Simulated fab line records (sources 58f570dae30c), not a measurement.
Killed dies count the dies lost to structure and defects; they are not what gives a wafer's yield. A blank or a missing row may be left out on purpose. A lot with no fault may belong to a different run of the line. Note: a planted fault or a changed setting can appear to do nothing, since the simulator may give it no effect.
8D (eight disciplines) problem report, filled in by code / flow berkeley cmos170 / the parts of the form that need people (team, actions taken, sign-off) are left out

== 1. WHAT WENT WRONG ==
UCB170_CONTACT_ETCH_18, run length s: mean 276.2 s over 1 wafer from 1 lot; wafers with no fault: 223.2 s, standard deviation 0.52. That is +99 or more standard deviations from the usual mean.
The step: etches PSG in CHF3/CF4/Ar, stops on TiSi2, target depth 840 nm, time 195 s.
First observed at day 10 00:00: wafer L380.5, on rie diel-01. Wafers with a number at this step in the record: 39, from 13 lots. Rule for "out", or "out of limits": more than 4 standard deviations from the usual mean. Any other wafer with a number is counted as sound.

== 2. WHAT THIS IS AND IS NOT ==
question=which readings at this step | is=run length s, oes product au | is not=drypump motor current A, mfc ar sccm, rf fwd power W, throttle valve pct
question=which lots | is=L380 | is not=L370, L371, L372, L374, L376, L377, L378, L379, L384, L388, L391, L392
question=which wafers of those lots | is=L380.5 | is not=L380.4, L380.6
question=read on which tools | is=rie diel-01 | is not=rie diel-03, rie diel-04
question=when | is=from day 10 00:00 | is not=up to then (23 sound wafers); but 15 sound wafers of L379, L384, L388, L391, L392 came after

== 3. THE SUSPECTS, EACH WITH WHAT RULES IT OUT ==
Counting: if a tool at a process step up to the reading ran every lot that is out, it stays a suspect. Sound lots after the first of them don't rule it out here, since some wafers of a struck lot are sound.
- rie diel-01 at UCB170_CONTACT_ETCH_18 (etches PSG in CHF3/CF4/Ar, stops on TiSi2, target depth 840 nm, time 195 s): kept. It processed L380, the lot that is out, at day 10 00:00, and its most recent sound lot before then was L376 at day 9 12:00. Its own oes product au, run length s readings are out on those wafers.
- The sound lot-mates ran in chamber 1 of rie diel-01 at UCB170_CONTACT_ETCH_18, but the wafers that are out ran in chamber 0.
Remaining after the count: rie diel-01 at UCB170_CONTACT_ETCH_18.

== 4. THE CAUSE (what the simulator had put in) ==
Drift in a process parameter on rie diel-01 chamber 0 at UCB170_CONTACT_ETCH_18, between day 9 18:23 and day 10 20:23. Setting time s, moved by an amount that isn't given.
This tool alone remained once counting was done.

== 5. THE CHAIN OF EFFECTS, in route order ==
Each row: a reading where the mean over the struck wafers with a number is more than 3 standard deviations away from the usual. Only readings for which the record gives a usual standard deviation are gone through. hours: the time from each lot's start at the first step in this table that gives one to its start at this step, as a median over the lots. sigmas: the change in usual standard deviations.
hours=0; step=UCB170_CONTACT_ETCH_18; reading=oes product au; usual=0.897 a.u.; on struck wafers=0.784; change=-0.113; sigmas=-8.1
hours=0; step=UCB170_CONTACT_ETCH_18; reading=run length s; usual=223.2 s; on struck wafers=276.2; change=+53.0; sigmas=+99 or more
It contains these process steps:
- UCB170_CONTACT_ETCH_18: etches PSG in CHF3/CF4/Ar, stops on TiSi2, target depth 840 nm, time 195 s.
Later steps that measure or inspect, where all struck wafers having a row at the step show a number for every such reading and not one has moved that far: UCB170_M2_CD_MEAS_90.

== 6. HOW IT WOULD HAVE BEEN CAUGHT EARLIER ==
In this record no reading fell out of limits until day 10 00:00, 6 hours after the fault had begun at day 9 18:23.
